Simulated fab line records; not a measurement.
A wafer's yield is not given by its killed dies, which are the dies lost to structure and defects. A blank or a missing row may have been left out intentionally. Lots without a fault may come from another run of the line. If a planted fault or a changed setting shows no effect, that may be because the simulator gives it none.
fab line records ; flow berkeley-cmos170
[record] lots = 6; wafers = 18; last-day = 11
route steps=331 shown M2@282 V2@292
lots that met no fault: taken from a fault-free run of the same line
start-h: hours from the record's opening day to when the first of the lot's shown wafers began ; wait-h: how many hours have passed since the lot's step before this one ; " unchanged from the row above ; L1.1+2: a single row standing in for several wafers ; - either no value or no given start ; * or withheld: withheld ; < > ~ a bound
route shown NAME@n: NAME is a module with steps in the file, n the number in the route of the first one ; usual: the fault-free wafers' mean and standard deviation ; same: alike in all rows ; chamber/n: place in a boat ; sites: readings site by site ; _std_site: how widely they spread, as a standard deviation ; _edge_site: the outer-site mean with the inner-site mean subtracted ; radius-mm: how far each site lies from the wafer's centre ; mask NAME#n: copy n ; behind: the tool/chamber that last shaped the wafer ; hold: the reason the lot was held/the length of the hold in hours/how it ended ; device: the n, p or np transistor that did not switch ; end of line: the same wafers' tests at the end of the route ; a step without rows: its recipe alone ; killed: at the first sort, the dies lost to defects and structure; wafer yield is something else ; map: shows each die of a wafer: x if killed, . if not, _ if none is there
set.NAME: the setting as run; set.NAME@STEP: as run at that earlier step ; model.NAME: the simulator's own value behind a step, which no gauge read
certain route steps with their lots: each step a table, each wafer a row
services: the hour from which a tool's chamber was out of use, counted from the record's first day as start-h (under 0 if before that day), plus the number of hours and why
[[steps]]
[step UCB170_M2_SOFTBAKE_11]
[recipe] resist = KrF; temp-c = 130; time-s = 58.46
[step UCB170_M2_EXPOSE_12]
[recipe] mask-id = METAL2; target-cd-nm = 700; na = 0.5; sigma-outer = 0.6; source-shape = conventional; dose-mj = 26
[step UCB170_M2_PEB_13]
[recipe] peb-temp-c = 130; peb-time-s = withheld; resist = KrF
[step UCB170_M2_DEVELOP_14]
[recipe] developer = TMAH; develop-time-s = 44.01; resist = KrF; dev-temp-c = 21
[step UCB170_M2_CD_MEAS_15]
[recipe] target-cd-nm = 700
[usual] cd-nm = 699.3/1.3
lot.wafer;tool;chamber;start-h;wait-h;cd-nm
L282.4;cd-sem-02;-;170.20;-;700.1
L282.5;cd-sem-02;-;170.20;-;698.5
L282.6;cd-sem-02;-;170.20;-;698.4
L283.1;cd-sem-01;-;195.41;-;699.8
L283.3;cd-sem-01;-;195.41;-;699.7
L283.4;cd-sem-01;-;195.41;-;700.6
L288.1;cd-sem-01;-;219.13;-;699.8
L288.5;cd-sem-01;-;219.13;-;699.3
L288.6;cd-sem-01;-;219.13;-;700.2
L299.1;cd-sem-02;-;266.66;-;697.1
L299.3;cd-sem-02;-;266.66;-;698.1
L299.6;cd-sem-02;-;266.66;-;698.7
L301.3;cd-sem-02;-;267.60;-;698.0
L301.5;cd-sem-02;-;267.60;-;699.1
L301.6;cd-sem-02;-;267.60;-;699.4
L300.1;cd-sem-02;-;267.70;-;700.3
L300.2;cd-sem-02;-;267.70;-;701.0
L300.4;cd-sem-02;-;267.70;-;700.4
[step UCB170_M2_OVL_MEAS_16]
[usual] M2_OVL = 0/4.8
lot.wafer;tool;chamber;start-h;wait-h;M2_OVL[nm]
L282.4;overlay-02;-;170.28;0.1;3
L282.5;overlay-02;-;170.28;0.1;-7
L282.6;overlay-02;-;170.28;0.1;-2
L283.1;overlay-01;-;195.53;0.1;-4
L283.3;overlay-01;-;195.53;0.1;-1
L283.4;overlay-01;-;195.53;0.1;0
L288.1;overlay-01;-;219.25;0.1;0
L288.5;overlay-01;-;219.25;0.1;-2
L288.6;overlay-01;-;219.25;0.1;5
L299.1;overlay-02;-;266.78;0.1;2
L299.3;overlay-02;-;266.78;0.1;-2
L299.6;overlay-02;-;266.78;0.1;3
L301.3;overlay-01;-;267.69;0.1;7
L301.5;overlay-01;-;267.69;0.1;-1
L301.6;overlay-01;-;267.69;0.1;-2
L300.1;overlay-01;-;267.82;0.1;5
L300.2;overlay-01;-;267.82;0.1;3
L300.4;overlay-01;-;267.82;0.1;8
[step UCB170_M2_ETCH_17]
[recipe] chemistry = N2/H2; target-depth-a = withheld; overetch-a = withheld; target = BARC; time-s = withheld; source-w = 500; bias-w = 100; pressure-mtorr = 30; n2-flow-sccm = 100; h2-flow-sccm = 200
[usual] drypump-motor-current-A = 5.7/0.46; n2-flow-sccm = 100.00/0.29; oes-product-au = 0.997/0.02; throttle-valve-pct = 13.29/0.16
lot.wafer;tool;chamber;start-h;wait-h;drypump-motor-current-A;n2-flow-sccm;oes-product-au;throttle-valve-pct
L282.4;rie-diel-04;2;170.30;0.0;5.5;99.97;1.036;13.17
L282.5;rie-diel-04;3;170.30;0.0;6.1;99.99;1.025;13.32
L282.6;rie-diel-04;2;170.30;0.0;5.5;100.03;1.028;13.17
L283.1;rie-diel-02;2;195.56;0.0;6.1;100.49;1.005;13.24
L283.3;rie-diel-02;3;195.56;0.0;5.5;99.58;0.992;13.35
L283.4;rie-diel-02;0;195.56;0.0;5.0;99.90;1.004;13.46
L288.1;rie-diel-04;0;219.29;0.0;5.4;99.84;0.966;13.53
L288.5;rie-diel-04;0;219.29;0.0;5.4;99.78;0.969;13.53
L288.6;rie-diel-04;1;219.29;0.0;6.7;100.39;0.982;12.99
L299.1;rie-diel-04;2;266.82;0.0;5.5;100.06;1.022;13.17
L299.3;rie-diel-04;3;266.82;0.0;6.1;99.85;1.011;13.33
L299.6;rie-diel-04;1;266.82;0.0;6.7;100.09;0.996;12.98
L301.3;rie-diel-02;3;267.72;0.0;5.5;100.11;0.987;13.35
L301.5;rie-diel-02;2;267.72;0.0;6.0;100.00;0.966;13.28
L301.6;rie-diel-02;3;267.72;0.0;5.5;100.03;0.994;13.36
L300.1;rie-diel-01;1;267.85;0.0;5.9;100.08;1.015;13.31
L300.2;rie-diel-01;2;267.85;0.0;5.1;100.12;1.001;13.14
L300.4;rie-diel-01;3;267.85;0.0;5.5;100.03;0.980;13.23
[step UCB170_M2_METAL_ETCH_18]
[recipe] chemistry = Cl2/BCl3; target = Al; stop-on = SiO2; pressure-mtorr = 12; target-depth-a = 11700; over-etch-frac = 0.3; time-s = 195; icp-w = 600; bias-w = 120; Cl2_flow_sccm = 90; bcl3-flow-sccm = 45
[usual] drypump-motor-current-A = 5.7/0.47; oes-product-au = 0.855/0.017; throttle-valve-pct = 24.43/0.17
[same] time-s = 195
lot.wafer;tool;chamber;start-h;wait-h;drypump-motor-current-A;oes-product-au;rf-hours-counter-h;throttle-valve-pct
L282.4;rie-metal-03;1;170.40;-;4.7;0.856;-;24.62
L282.5;rie-metal-03;1;170.40;-;4.6;0.852;-;24.60
L282.6;rie-metal-03;0;170.40;-;5.7;0.876;-;24.46
L283.1;rie-metal-03;1;195.60;-;4.6;0.841;3;24.62
L283.3;rie-metal-03;1;195.60;-;4.6;0.835;-;24.61
L283.4;rie-metal-03;1;195.60;-;4.6;0.833;-;24.62
L288.1;rie-metal-04;0;219.33;-;6.0;0.881;8;24.48
L288.5;rie-metal-04;1;219.33;-;5.9;0.824;-;24.55
L288.6;rie-metal-04;0;219.33;-;6.1;0.876;-;24.47
L299.1;rie-metal-03;0;266.86;-;5.7;0.856;12;24.45
L299.3;rie-metal-03;1;266.86;-;4.6;0.854;-;24.62
L299.6;rie-metal-03;1;266.86;-;4.7;0.852;-;24.61
L301.3;rie-metal-04;1;267.82;-;5.8;0.834;-;24.54
L301.5;rie-metal-04;0;267.82;-;6.1;0.874;-;24.48
L301.6;rie-metal-04;1;267.82;-;5.8;0.826;-;24.54
L300.1;rie-metal-01;0;267.90;-;5.9;0.851;4;24.09
L300.2;rie-metal-01;1;267.90;-;5.8;0.865;10;24.34
L300.4;rie-metal-01;1;267.90;-;5.7;0.855;-;24.35
[step UCB170_M2_STRIP_19]
[recipe] chemistry = O2; power-w = 400; pressure-mtorr = 3500; platen-temp-c = withheld; o2-flow-sccm = 400; overash-fraction = 0.5
[usual] drypump-motor-current-A = 5.7/0.4; oes-product-au = 0.542/0.0098
lot.wafer;tool;chamber;start-h;wait-h;drypump-motor-current-A;oes-product-au;rf-hours-counter-h
L282.4;plasma-asher-03;1;170.56;0.1;5.5;0.527;-
L282.5;plasma-asher-03;1;170.56;0.1;5.5;0.531;-
L282.6;plasma-asher-03;0;170.56;0.1;5.6;0.538;-
L283.1;plasma-asher-01;1;195.98;0.3;5.5;0.536;52
L283.3;plasma-asher-01;0;195.98;0.3;5.2;0.534;-
L283.4;plasma-asher-01;1;195.98;0.3;5.6;0.529;-
L288.1;plasma-asher-03;0;219.52;0.1;5.6;0.531;51
L288.5;plasma-asher-03;0;219.52;0.1;5.6;0.539;-
L288.6;plasma-asher-03;1;219.52;0.1;5.5;0.536;-
L299.1;plasma-asher-04;0;267.05;0.1;6.4;0.545;12
L299.3;plasma-asher-04;1;267.05;0.1;6.1;0.534;-
L299.6;plasma-asher-04;0;267.05;0.1;6.4;0.530;-
L301.3;plasma-asher-01;0;267.98;0.1;5.2;0.555;-
L301.5;plasma-asher-01;0;267.98;0.1;5.1;0.552;-
L301.6;plasma-asher-01;1;267.98;0.1;5.5;0.558;-
L300.1;plasma-asher-03;0;268.08;0.1;5.6;0.544;58
L300.2;plasma-asher-03;1;268.08;0.1;5.4;0.540;58
L300.4;plasma-asher-03;0;268.08;0.1;5.6;0.547;-
[step UCB170_M2_CD_MEAS_90]
[recipe] target-cd-nm = 700
[usual] cd-nm = 698.2/2.3
lot.wafer;tool;chamber;start-h;wait-h;cd-nm
L282.4;cd-sem-02;-;170.69;0.1;700.2
L282.5;cd-sem-02;-;170.69;0.1;697.4
L282.6;cd-sem-02;-;170.69;0.1;699.8
L283.1;cd-sem-02;-;196.08;0.1;695.9
L283.3;cd-sem-02;-;196.08;0.1;698.1
L283.4;cd-sem-02;-;196.08;0.1;699.7
L288.1;cd-sem-02;-;219.62;0.1;698.3
L288.5;cd-sem-02;-;219.62;0.1;697.8
L288.6;cd-sem-02;-;219.62;0.1;696.3
L299.1;cd-sem-01;-;267.15;0.1;698.4
L299.3;cd-sem-01;-;267.15;0.1;696.3
L299.6;cd-sem-01;-;267.15;0.1;694.7
L301.3;cd-sem-01;-;268.09;0.1;696.2
L301.5;cd-sem-01;-;268.09;0.1;698.4
L301.6;cd-sem-01;-;268.09;0.1;697.5
L300.1;cd-sem-01;-;268.18;0.1;703.7
L300.2;cd-sem-01;-;268.18;0.1;699.9
L300.4;cd-sem-01;-;268.18;0.1;699.9
[step UCB170_V2_CVD_00]
[recipe] material = SiO2; target-thk-nm = 2000; temp-c = 390; precursor = TEOS/O2; time-s = 250; rf-w = 550; pressure-mtorr = 9000
[usual] heater-power-w = 258/64; susceptor-temp-C = 389.99/0.2
[same] time-s = 250
lot.wafer;tool;chamber;start-h;wait-h;heater-power-w;susceptor-temp-C
L282.4;pecvd-01;2;170.83;0.1;239;390.09
L282.5;pecvd-01;1;170.83;0.1;199;390.26
L282.6;pecvd-01;0;170.83;0.1;375;390.05
L283.1;pecvd-01;1;196.20;0.1;261;390.09
L283.3;pecvd-01;0;196.20;0.1;324;390.07
L283.4;pecvd-01;0;196.20;0.1;381;389.78
L288.1;pecvd-03;1;219.74;0.1;352;390.07
L288.5;pecvd-03;2;219.74;0.1;250;390.26
L288.6;pecvd-03;1;219.74;0.1;274;390.17
L299.1;pecvd-01;0;267.27;0.1;307;390.09
L299.3;pecvd-01;1;267.27;0.1;229;390.24
L299.6;pecvd-01;2;267.27;0.1;343;390.20
L301.3;pecvd-03;2;268.17;0.1;326;390.17
L301.5;pecvd-03;2;268.17;0.1;256;389.98
L301.6;pecvd-03;1;268.17;0.1;369;389.99
L300.1;pecvd-04;2;268.30;0.1;169;390.06
L300.2;pecvd-04;1;268.30;0.1;236;389.79
L300.4;pecvd-04;2;268.30;0.1;204;389.95
[step UCB170_V2_THK_MEAS_01]
[recipe] reads = SiO2_of_V2_CVD_00
[usual] V2_TEOS_THK = 1999/22
lot.wafer;tool;chamber;start-h;wait-h;V2_TEOS_THK[nm]
L282.4;film-metro-03;-;170.94;0.0;2052
L282.5;film-metro-03;-;170.94;0.0;1995
L282.6;film-metro-03;-;170.94;0.0;2020
L283.1;film-metro-03;-;196.36;0.1;1971
L283.3;film-metro-03;-;196.36;0.1;1955
L283.4;film-metro-03;-;196.36;0.1;1996
L288.1;film-metro-02;-;219.90;0.1;1971
L288.5;film-metro-02;-;219.90;0.1;1980
L288.6;film-metro-02;-;219.90;0.1;2022
L299.1;film-metro-03;-;267.42;0.1;1971
L299.3;film-metro-03;-;267.42;0.1;1968
L299.6;film-metro-03;-;267.42;0.1;2024
L301.3;film-metro-01;-;268.34;0.1;1968
L301.5;film-metro-01;-;268.34;0.1;2003
L301.6;film-metro-01;-;268.34;0.1;2017
L300.1;film-metro-01;-;268.46;0.1;1935
L300.2;film-metro-01;-;268.46;0.1;1982
L300.4;film-metro-01;-;268.46;0.1;1997
[step UCB170_V2_CMP_02]
[recipe] material = SiO2; down-force-psi = 6; platen-rpm = 60; pad-velocity-m-s = 0.75398
[usual] head-pressure-psi = 6.000/0.013; motor-current-A = 17.3/1.7; retaining-ring-pressure-frac = 1.000/0.0056; slurry-flow-ml-min = 150.0/0.43
lot.wafer;tool;chamber;start-h;wait-h;head-pressure-psi;motor-current-A;retaining-ring-pressure-frac;slurry-flow-ml-min;model.SiO2_of_V2_CVD_00.thk-nm
L282.4;cmp-02;2;171.18;0.2;6.016;16.5;0.995;150.1;998.5
L282.5;cmp-02;0;171.18;0.2;6.011;18.4;0.993;149.7;999.6
L282.6;cmp-02;1;171.18;0.2;6.009;18.3;0.994;150.2;1000
L283.4;cmp-01;2;196.42;0.0;6.020;14.1;1.007;149.7;999
L283.1;cmp-01;3;196.42;0.0;6.004;14.9;0.994;149.6;1000
L283.3;cmp-01;0;196.42;0.0;5.999;17.2;0.993;150.4;998.8
L288.1;cmp-02;3;220.01;0.1;6.011;18.9;0.995;150.0;1000
L288.5;cmp-02;2;220.01;0.1;5.999;16.4;1.006;150.1;1001
L288.6;cmp-02;3;220.01;0.1;5.992;18.5;0.993;150.1;1000
L299.1;cmp-01;2;267.58;0.1;5.991;14.2;0.996;150.0;1340
L299.3;cmp-01;3;267.58;0.1;6.007;15.2;1.004;149.6;1339
L299.6;cmp-01;0;267.58;0.1;5.988;16.7;1.001;149.3;1358
L301.3;cmp-02;0;268.48;0.1;5.994;18.1;1.002;149.7;999.9
L301.5;cmp-02;2;268.48;0.1;6.003;16.4;0.993;150.0;1000
L301.6;cmp-02;3;268.48;0.1;6.002;19.9;1.003;150.3;1000
L300.2;cmp-01;3;268.52;0.0;5.987;15.7;1.006;150.8;1345
L300.4;cmp-01;1;268.52;0.0;5.997;15.3;1.001;149.8;1350
L300.1;cmp-01;2;268.52;0.0;6.013;14.2;1.005;150.9;1328
[step UCB170_V2_BOW_MEAS_03]
[recipe] mode = bow
[usual] V2_BOW = 37/7.3
lot.wafer;tool;chamber;start-h;wait-h;V2_BOW[um]
L282.4;film-metro-01;-;171.44;0.2;43
L282.5;film-metro-01;-;171.44;0.2;34
L282.6;film-metro-01;-;171.44;0.2;40
L283.1;film-metro-02;-;196.72;0.2;29
L283.3;film-metro-02;-;196.72;0.2;21
L283.4;film-metro-02;-;196.72;0.2;31
L288.1;film-metro-01;-;220.26;0.2;49
L288.5;film-metro-01;-;220.26;0.2;30
L288.6;film-metro-01;-;220.26;0.2;37
L299.1;film-metro-01;-;268.12;0.5;48
L299.3;film-metro-01;-;268.12;0.5;38
L299.6;film-metro-01;-;268.12;0.5;40
L301.3;film-metro-01;-;268.72;0.2;29
L301.5;film-metro-01;-;268.72;0.2;48
L301.6;film-metro-01;-;268.72;0.2;43
L300.1;film-metro-03;-;268.82;0.1;34
L300.2;film-metro-03;-;268.82;0.1;40
L300.4;film-metro-03;-;268.82;0.1;32
[step UCB170_V2_THK_MEAS_04]
[recipe] reads = SiO2_of_V2_CVD_00
[usual] V2_POLISHED_THK = 1000.2/1.1
lot.wafer;tool;chamber;start-h;wait-h;V2_POLISHED_THK[nm]
L282.4;film-metro-01;-;171.53;0.1;997.7
L282.5;film-metro-01;-;171.53;0.1;999.4
L282.6;film-metro-01;-;171.53;0.1;1000.8
L283.1;film-metro-02;-;196.84;0.1;1001.1
L283.3;film-metro-02;-;196.84;0.1;999.1
L283.4;film-metro-02;-;196.84;0.1;999.0
L288.1;film-metro-01;-;220.38;0.1;1000.7
L288.5;film-metro-01;-;220.38;0.1;1001.4
L288.6;film-metro-01;-;220.38;0.1;999.4
L299.1;film-metro-01;-;268.24;0.1;1340.0
L299.3;film-metro-01;-;268.24;0.1;1339.3
L299.6;film-metro-01;-;268.24;0.1;1358.6
L301.3;film-metro-01;-;268.82;0.1;999.5
L301.5;film-metro-01;-;268.82;0.1;999.8
L301.6;film-metro-01;-;268.82;0.1;1000.6
L300.1;film-metro-03;-;268.94;0.1;1327.2
L300.2;film-metro-03;-;268.94;0.1;1344.6
L300.4;film-metro-03;-;268.94;0.1;1351.6
[step UCB170_V2_CLEAN_05]
[recipe] chemistry = DIW
[step UCB170_V2_HMDS_06]
[recipe] prime-time-s = 60; prime-temp-c = 100
[step UCB170_V2_COAT_07]
[recipe] resist = KrF; spin-rpm = 1500; resist-thk-nm = 900
[step UCB170_V2_SOFTBAKE_08]
[recipe] resist = KrF; temp-c = 130; time-s = 60
[step UCB170_V2_EXPOSE_09]
[recipe] mask-id = VIA2; target-cd-nm = 700; na = 0.5; sigma-outer = 0.6; source-shape = conventional; dose-mj = 37
[step UCB170_V2_PEB_10]
[recipe] peb-temp-c = 130; peb-time-s = withheld; resist = KrF
[step UCB170_V2_DEVELOP_11]
[recipe] developer = TMAH; develop-time-s = 45; resist = KrF; dev-temp-c = 21
[step UCB170_V2_CD_MEAS_12]
[recipe] target-cd-nm = 700
[usual] cd-nm = 700.7/1.2
lot.wafer;tool;chamber;start-h;wait-h;cd-nm
L282.4;cd-sem-01;-;172.94;-;701.9
L282.5;cd-sem-01;-;172.94;-;700.9
L282.6;cd-sem-01;-;172.94;-;701.8
L283.1;cd-sem-01;-;197.93;-;701.1
L283.3;cd-sem-01;-;197.93;-;700.3
L283.4;cd-sem-01;-;197.93;-;701.2
L288.1;cd-sem-01;-;222.90;-;700.3
L288.5;cd-sem-01;-;222.90;-;701.1
L288.6;cd-sem-01;-;222.90;-;701.4
L299.1;cd-sem-02;-;269.44;-;700.4
L299.3;cd-sem-02;-;269.44;-;701.3
L299.6;cd-sem-02;-;269.44;-;703.0
L301.3;cd-sem-02;-;269.92;-;699.7
L301.5;cd-sem-02;-;269.92;-;699.5
L301.6;cd-sem-02;-;269.92;-;700.7
L300.1;cd-sem-02;-;270.57;-;700.5
L300.2;cd-sem-02;-;270.57;-;699.6
L300.4;cd-sem-02;-;270.57;-;701.5
[step UCB170_V2_OVL_MEAS_13]
[usual] V2_OVL = -1/5.5
lot.wafer;tool;chamber;start-h;wait-h;V2_OVL[nm]
L282.4;overlay-02;-;173.02;0.1;8
L282.5;overlay-02;-;173.02;0.1;-3
L282.6;overlay-02;-;173.02;0.1;-1
L283.1;overlay-02;-;198.05;0.1;5
L283.3;overlay-02;-;198.05;0.1;-3
L283.4;overlay-02;-;198.05;0.1;-3
L288.1;overlay-01;-;223.02;0.1;-6
L288.5;overlay-01;-;223.02;0.1;6
L288.6;overlay-01;-;223.02;0.1;0
L299.1;overlay-02;-;269.56;0.1;-13
L299.3;overlay-02;-;269.56;0.1;-8
L299.6;overlay-02;-;269.56;0.1;-3
L301.3;overlay-01;-;270.01;0.1;2
L301.5;overlay-01;-;270.01;0.1;1
L301.6;overlay-01;-;270.01;0.1;-6
L300.1;overlay-02;-;270.69;0.1;3
L300.2;overlay-02;-;270.69;0.1;1
L300.4;overlay-02;-;270.69;0.1;-4
[step UCB170_V2_ETCH_14]
[recipe] chemistry = CHF3/CF4/Ar; target = SiO2; stop-on = Al; CHF3_flow_sccm = 45; cf4-flow-sccm = 15; Ar_flow_sccm = 150; pressure-mtorr = 200; rf-w = 700; target-depth-a = 12500; over-etch-frac = 0.25; time-s = 291
[usual] drypump-motor-current-A = 5.7/0.43; oes-product-au = 0.877/0.013; throttle-valve-pct = 6.87/0.092
[same] time-s = 291
lot.wafer;tool;chamber;start-h;wait-h;drypump-motor-current-A;oes-product-au;rf-hours-counter-h;throttle-valve-pct;model.etch.depth-nm;model.V2.feature-depth-nm
L282.4;rie-diel-03;0;173.03;0.0;6.7;0.887;10;6.77;998.5;998.5
L282.5;rie-diel-03;2;173.03;0.0;5.4;0.894;-;6.86;999.6;999.6
L282.6;rie-diel-03;3;173.03;0.0;5.8;0.858;-;6.71;1000;1000
L283.1;rie-diel-04;1;198.08;0.0;6.7;0.866;86;6.72;1000;1000
L283.3;rie-diel-04;0;198.08;0.0;5.4;0.862;6;7.09;998.8;998.8
L283.4;rie-diel-04;3;198.08;0.0;6.1;0.888;29;6.93;999;999.1
L288.1;rie-diel-03;0;223.05;0.0;6.6;0.883;12;6.77;1000;1000
L288.5;rie-diel-03;0;223.05;0.0;6.6;0.878;-;6.77;1001;1001
L288.6;rie-diel-03;1;223.05;0.0;5.6;0.888;-;6.85;1000;1000
L299.1;rie-diel-03;2;269.60;0.0;5.4;1.015;5;6.86;1241;1241
L299.3;rie-diel-03;0;269.60;0.0;6.7;1.019;15;6.78;1262;1262
L299.6;rie-diel-03;3;269.60;0.0;5.8;0.974;-;6.72;1225;1225
L301.3;rie-diel-04;2;270.03;0.0;5.5;0.893;114;6.82;999.9;999.9
L301.5;rie-diel-04;2;270.03;0.0;5.5;0.893;-;6.82;1000;1000
L301.6;rie-diel-04;3;270.03;0.0;6.1;0.887;-;6.93;1000;1001
L300.1;rie-diel-01;2;270.73;0.0;5.1;0.995;25;6.87;1246;1246
L300.2;rie-diel-01;1;270.73;0.0;5.8;1.008;0;6.97;1227;1227
L300.4;rie-diel-01;0;270.73;0.0;5.8;1.005;84;6.87;1240;1240
[step UCB170_V2_STRIP_15]
[recipe] chemistry = O2; power-w = 400; pressure-mtorr = 3500; platen-temp-c = withheld; o2-flow-sccm = 400; overash-fraction = 0.5
[usual] drypump-motor-current-A = 5.41/0.26; oes-product-au = 0.721/0.0045; strip-time-to-endpoint-s = 15.36/0.089
lot.wafer;tool;chamber;start-h;wait-h;drypump-motor-current-A;oes-product-au;rf-hours-counter-h;strip-time-to-endpoint-s
L282.4;plasma-asher-03;0;173.25;0.1;5.62;0.722;-;15.38
L282.5;plasma-asher-03;0;173.25;0.1;5.61;0.717;-;15.53
L282.6;plasma-asher-03;1;173.25;0.1;5.48;0.727;-;15.41
L283.1;plasma-asher-03;1;198.26;0.1;5.49;0.720;49;15.39
L283.3;plasma-asher-03;0;198.26;0.1;5.62;0.727;-;15.31
L283.4;plasma-asher-03;1;198.26;0.1;5.44;0.727;-;15.33
L288.1;plasma-asher-01;1;223.23;0.1;5.55;0.724;55;15.28
L288.5;plasma-asher-01;0;223.23;0.1;5.14;0.720;-;15.27
L288.6;plasma-asher-01;1;223.23;0.1;5.53;0.727;-;15.30
L299.1;plasma-asher-02;0;269.77;0.1;5.73;0.718;50;15.36
L299.3;plasma-asher-02;1;269.77;0.1;4.98;0.724;-;15.28
L299.6;plasma-asher-02;0;269.77;0.1;5.73;0.720;-;15.50
L301.3;plasma-asher-02;0;270.25;0.1;5.73;0.719;-;15.36
L301.5;plasma-asher-02;0;270.25;0.1;5.76;0.726;-;15.37
L301.6;plasma-asher-02;1;270.25;0.1;5.02;0.724;-;15.40
L300.1;plasma-asher-03;0;270.90;0.1;5.62;0.721;58;15.32
L300.2;plasma-asher-03;1;270.90;0.1;5.51;0.722;58;15.48
L300.4;plasma-asher-03;1;270.90;0.1;5.52;0.715;-;15.39
[[services]]
tool;chamber;start-h;hours;kind
cmp-02;-;147.82;0.3;repair
rie-metal-03;0;154.07;1.2;repair
rie-diel-01;1;165.89;28.0;repair
rie-diel-02;3;168.64;5.0;repair
cmp-01;-;168.88;4.1;repair
rie-diel-01;2;170.03;6.0;repair
rie-diel-03;2;175.28;2.8;repair
cmp-02;-;186.07;1.2;repair
pecvd-03;-;186.67;14.6;pm
cmp-01;-;193.51;1.3;repair
rie-metal-03;0;194.94;16.4;repair
rie-diel-04;1;208.35;6.0;repair
rie-diel-02;-;212.02;15.6;pm
rie-metal-03;-;216.63;2.8;pm
pecvd-03;-;217.10;1.0;repair
rie-diel-01;-;219.17;0.7;repair
rie-diel-03;1;227.52;4.4;repair
cmp-02;-;232.00;4.0;pm
pecvd-01;-;242.50;14.0;pm
rie-diel-01;-;242.91;1.5;repair
cmp-01;-;245.05;1.7;repair
cmp-01;-;246.10;0.7;repair
rie-diel-04;0;247.06;3.9;repair
rie-diel-04;-;249.57;0.7;repair
[[key]]
[first-sign] step = UCB170_V2_THK_MEAS_04; reading = V2_POLISHED_THK; direction = up; sigmas = 99+; usual = 1000.2; struck = 1343.6
[effect] step = UCB170_V2_ETCH_14; reading = oes-product-au; direction = up; sigmas = 9.6; usual = 0.877; struck = 1.003
[model-effect] step = UCB170_V2_CMP_02; value = SiO2_of_V2_CVD_00.thk-nm; without = 1001; struck = 1343
[model-effect] step = UCB170_V2_ETCH_14; value = etch.depth-nm; without = 1001; struck = 1240
met-at UCB170_V2_CMP_02
struck-wafers L299.1,L299.3,L299.6,L300.1,L300.2,L300.4
later-rows-left-out L299.1,L299.3,L299.6,L300.1,L300.2,L300.4
sort-left-out L299.1,L299.3,L299.6,L300.1,L300.2,L300.4
onset-between 196.42 267.58
[fault] kind = process-parameter-drift; tool = cmp-01; chamber = -; onset-h = 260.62; steps = UCB170_V2_CMP_02; channel = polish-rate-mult; offset = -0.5; shape = step; end-h = 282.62
// sort-left-out: the simulated sort isn't trusted on such a fault, so these wafers' sort isn't shown, and their yield isn't known
// later-rows-left-out: the simulator's readings of these wafers behind a module that went badly wrong aren't trusted and aren't shown, but for the sort
